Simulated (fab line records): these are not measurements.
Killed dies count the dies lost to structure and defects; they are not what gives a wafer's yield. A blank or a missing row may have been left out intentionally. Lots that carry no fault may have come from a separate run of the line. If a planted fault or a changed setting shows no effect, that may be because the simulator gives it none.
Split-lot trial -- flow berkeleyCmos170 -- route with 331 steps; 5 lots, 23 wafers read

THE SPLIT
At UCB170_NSD_COAT_01 (resist thk 900 nm), the setting resistThkNm was moved away from the recipe's 900 nm on 5 of the 23 wafers read, by -3.3% to +5.3%. For the rest of the wafers, this setting stayed at what the recipe calls for.

The split's own step is where the reading is taken.

THE READING
KrF_of_NSD_COAT_01.thkNm (the simulator's own value, which no gauge read), in nm, at UCB170_NSD_COAT_01 (resist thk 900 nm). No usual value for it is given in the file. Here, 18 wafers ran the recipe; their average is 898.9 nm with a standard deviation of 1.7 nm.

wafer,"tool, chamber at the split","resistThkNm as run, nm",against the recipe,"KrF_of_NSD_COAT_01.thkNm, nm",against lot-mates on the recipe
L078.1,"lithoTrack-01, 0",947.8,+5.3%,943.4,+44.0
L078.3,"lithoTrack-01, 0",900,recipe,898.6,-
L078.4,"lithoTrack-01, 0",947.8,+5.3%,945.9,+46.5
L078.5,"lithoTrack-01, 0",947.8,+5.3%,944.8,+45.4
L078.6,"lithoTrack-01, 0",900,recipe,900.2,-
L079.1,"lithoTrack-02, 0",870.1,-3.3%,869.3,-27.2
L079.2,"lithoTrack-02, 0",900,recipe,896.6,-
L079.3,"lithoTrack-02, 0",870.1,-3.3%,868.6,-27.9
L079.4,"lithoTrack-02, 0",900,recipe,896.9,-
L079.5,"lithoTrack-02, 0",900,recipe,896.1,-
L081.2,"lithoTrack-02, 0",900,recipe,898.1,-
L081.3,"lithoTrack-02, 0",900,recipe,899.1,-
L081.5,"lithoTrack-02, 0",900,recipe,899.1,-
L081.4,"lithoTrack-02, 0",900,recipe,897.5,-
L081.6,"lithoTrack-02, 0",900,recipe,897.4,-
L080.1,"lithoTrack-01, 0",900,recipe,897.6,-
L080.4,"lithoTrack-01, 0",900,recipe,899,-
L080.6,"lithoTrack-01, 0",900,recipe,899.8,-
L083.1,"lithoTrack-04, 0",900,recipe,900.4,-
L083.3,"lithoTrack-04, 0",900,recipe,901.8,-
L083.4,"lithoTrack-04, 0",900,recipe,902.4,-
L083.5,"lithoTrack-04, 0",900,recipe,900.5,-
L083.6,"lithoTrack-04, 0",900,recipe,899.9,-

FIT RESULTS
A straight line over all 23 wafers: KrF_of_NSD_COAT_01.thkNm changes by +8.71 nm for each +1% of resistThkNm; r = +1.00; the points scatter about the line by 1.7 nm.
The same after taking each lot's own level away (the mean of its wafers on the recipe; 23 wafers): +8.47 nm for each +1%; r = +1.00; scatter 0.86 nm.
Per that fit: largest resistThkNm move, reading shift of 45 nm.
The span of the lots' own levels, 896.53 to 901.00 nm, comes to 2.6 times the standard deviation stated above.
So the lot-to-lot level changes the slope little: the two slopes agree.
Check: +45.5 nm against its lot-mates is what the line predicts for one of the wafers moved furthest among these (+5.3%) when that wafer is left out of the fit. Against them it came out at +44 nm.

THE WHOLE CHAIN: every reading that the file lists as answering this split, in the file's order
step,what it does,reading,change (the file's fit),r (the file's)
UCB170_NSD_COAT_01,resist thk 900 nm,"KrF_of_NSD_COAT_01.thkNm (the simulator's own value, which no gauge read)",+8.47 nm for each +1% of the setting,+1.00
UCB170_NSD_STRIP_09,strips in O2,stripTimeToEndpointS,withheld for each +1% of the setting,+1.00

FILE'S OWN FIT
KrF_of_NSD_COAT_01.thkNm changes by +8.47 nm for each +1% of resistThkNm, r = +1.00.
